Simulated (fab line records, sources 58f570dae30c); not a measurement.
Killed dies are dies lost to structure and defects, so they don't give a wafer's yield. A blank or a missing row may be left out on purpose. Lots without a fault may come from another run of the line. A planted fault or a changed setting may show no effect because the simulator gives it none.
One fault seen from 2 desks | flow berkeley_cmos170 | each desk has only its own numbers; what lay behind them comes last

THE METROLOGY DESK
What the gauges read, lot by lot, whatever tool the lot ran on: means of the sampled wafers that have a number. A lot is out of limits, marked OUT, if its mean lies more than 4 standard deviations from the usual mean; the brackets give that distance.
Columns: A = FIELD_OXIDE_THK at UCB170_FIELD_THK_MEAS_02, usual 556 nm; B = FIELD_OXIDE_LEFT_1_THK at UCB170_FIELD_THK_MEAS_90, usual 440 nm; C = PVT_TW at UCB170_PVT_TW_MEAS_09, usual 504.5
lot  | first seen here | A   | B   | C
L731 | day 4 13:49     | 558 | 442 | 507.0
L732 | day 4 17:10     | 559 | 443 | 506.5
L733 | day 5 00:16     | 557 | 440 | 502.2
L735 | day 5 12:40     | 578 | 461 | 506.1
L741 | day 6 21:44     | 531 | 415 | 507.7
L740 | day 6 21:44     | 569 | 452 | 504.5
L742 | day 6 21:44     | 554 | 439 | 504.9
L743 | day 7 07:40     | 546 | 429 | 504.5
L744 | day 7 07:40     | 564 | 447 | 504.6
L747 | day 7 18:19     | 545 | 428 | 507.3
L751 | day 8 17:17     | 548 | 430 | 518.5 (+4.8) OUT
L752 | day 9 00:46     | 566 | 448 | 505.7
L753 | day 9 07:44     | 555 | 439 | 512.6
L754 | day 9 07:44     | 552 | 436 | 505.5
This desk's finding: out of limits on L751; first on L751, day 9 21:15 (PVT_TW at UCB170_PVT_TW_MEAS_09). In limits: L731, L732, L733, L735, L741, L740, L742, L743, L744, L747, L752, L753, L754.

THE TOOL OWNER'S DESK: implanter-01
The tool's own readings at UCB170_PVT_IMPLANT_07: means of the sampled wafers that have a number, for each lot that ran on this tool. A lot is out of limits, marked OUT, if its mean lies more than 4 standard deviations from the usual mean; the brackets give that distance.
Columns: A = beam_energy_keV at UCB170_PVT_IMPLANT_07, usual 30.000
lot  | first seen here | A
L735 | day 6 14:20     | 30.006
L741 | day 7 19:35     | 30.011
L743 | day 8 07:08     | 30.005
L747 | day 8 15:03     | 30.013
L751 | day 9 21:01     | 31.949 (+99 or more) OUT
L753 | day 10 09:31    | 31.954 (+99 or more) OUT
This desk's finding: out of limits on L751, L753; first on L751, day 9 21:01 (beam_energy_keV at UCB170_PVT_IMPLANT_07). In limits: L735, L741, L743, L747.

PUT TOGETHER
The tool owner's desk could have raised an alarm at day 9 21:01, on L751, L753.
The metrology desk could have raised an alarm at day 9 21:15, on L751.
The metrology desk has L753 on record, within its limits.
Of the lots named, all ran UCB170_PVT_IMPLANT_07 on implanter-01.

WHAT THE SIMULATOR HAD PUT IN
Process parameter drift: implanter-01, from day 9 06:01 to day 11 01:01, at UCB170_PVT_IMPLANT_07. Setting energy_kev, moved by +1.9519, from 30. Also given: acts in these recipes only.
Lots struck among those shown: L751, L753.
Hours from the fault's start to each desk's first reading out of limits: the tool owner's desk, 15; the metrology desk, 15.
